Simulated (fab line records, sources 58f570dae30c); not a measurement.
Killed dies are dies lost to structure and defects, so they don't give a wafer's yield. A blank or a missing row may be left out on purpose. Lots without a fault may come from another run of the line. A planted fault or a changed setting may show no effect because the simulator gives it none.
One fault seen from 2 desks | flow berkeley_cmos170 | each desk has only its own numbers; what lay behind them comes last

THE TOOL OWNER'S DESK: litho_track-02
The tool's own readings at UCB170_PLDD_DEVELOP_05 (develop time 45 s): means of the sampled wafers that have a number, for each lot that ran on this tool. A lot is out of limits, marked OUT, if its mean lies more than 4 standard deviations from the usual mean; the brackets give that distance.
Columns: A = developer_temp_C at UCB170_PLDD_DEVELOP_05, usual 21.01 C; B = exhaust_pa at UCB170_PLDD_DEVELOP_05, usual 45.1 Pa
lot  | first seen here | A               | B
L829 | day 8 03:00     | 21.05           | 44.6
L828 | day 8 04:00     | 21.01           | 44.2
L833 | day 9 11:00     | 21.01           | 44.5
L838 | day 10 01:00    | 21.03           | 45.3
L841 | day 11 04:00    | 23.15 (+19) OUT | 44.9
L842 | day 11 07:00    | 22.92 (+17) OUT | 45.5
This desk's finding: out of limits on L841, L842; first on L841, day 11 04:00 (developer_temp_C at UCB170_PLDD_DEVELOP_05). In limits: L829, L828, L833, L838.

THE METROLOGY DESK
What the gauges read, lot by lot, whatever tool the lot ran on: means of the sampled wafers that have a number. A lot is out of limits, marked OUT, if its mean lies more than 4 standard deviations from the usual mean; the brackets give that distance.
Columns: A = PWELL_OXIDE_THK at UCB170_PWELL_THK_MEAS_03, usual 26.6 nm; B = M1_AL_THK at UCB170_M1_THK_MEAS_02, usual 604 nm
lot  | first seen here | A    | B
L824 | day 3 05:43     | 26.3 | 613
L825 | day 3 13:56     | 27.4 | 599
L829 | day 3 20:41     | 26.3 | 599
L828 | day 3 20:41     | 25.7 | 595
L830 | day 4 03:32     | 26.1 | 597
L831 | day 4 10:09     | 26.1 | 596
L833 | day 4 23:16     | 26.1 | 593
L838 | day 5 21:44     | 26.0 | 610
L839 | day 6 08:56     | 26.8 | 606
L841 | day 6 17:43     | 27.1 | 607
L842 | day 6 17:44     | 26.9 | 601
L844 | day 7 08:50     | 27.2 | 603
L846 | day 7 08:50     | 27.1 | 609
L845 | day 7 08:50     | 27.4 | 609
This desk's finding: nothing out of limits on any of the 14 lots.

PUT TOGETHER
The tool owner's desk could have raised an alarm at day 11 04:00, on L841, L842.
The metrology desk saw nothing out of limits.
The metrology desk has L841, L842 on record, within its limits.
Of the lots named, all ran UCB170_PLDD_DEVELOP_05 on litho_track-02.

WHAT THE SIMULATOR HAD PUT IN
Process parameter drift: litho_track-02, from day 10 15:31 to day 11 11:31, at UCB170_PLDD_DEVELOP_05. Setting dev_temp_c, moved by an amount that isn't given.
Lots struck among those shown: L841, L842.
Hours from the fault's start to each desk's first reading out of limits: the tool owner's desk, 12.
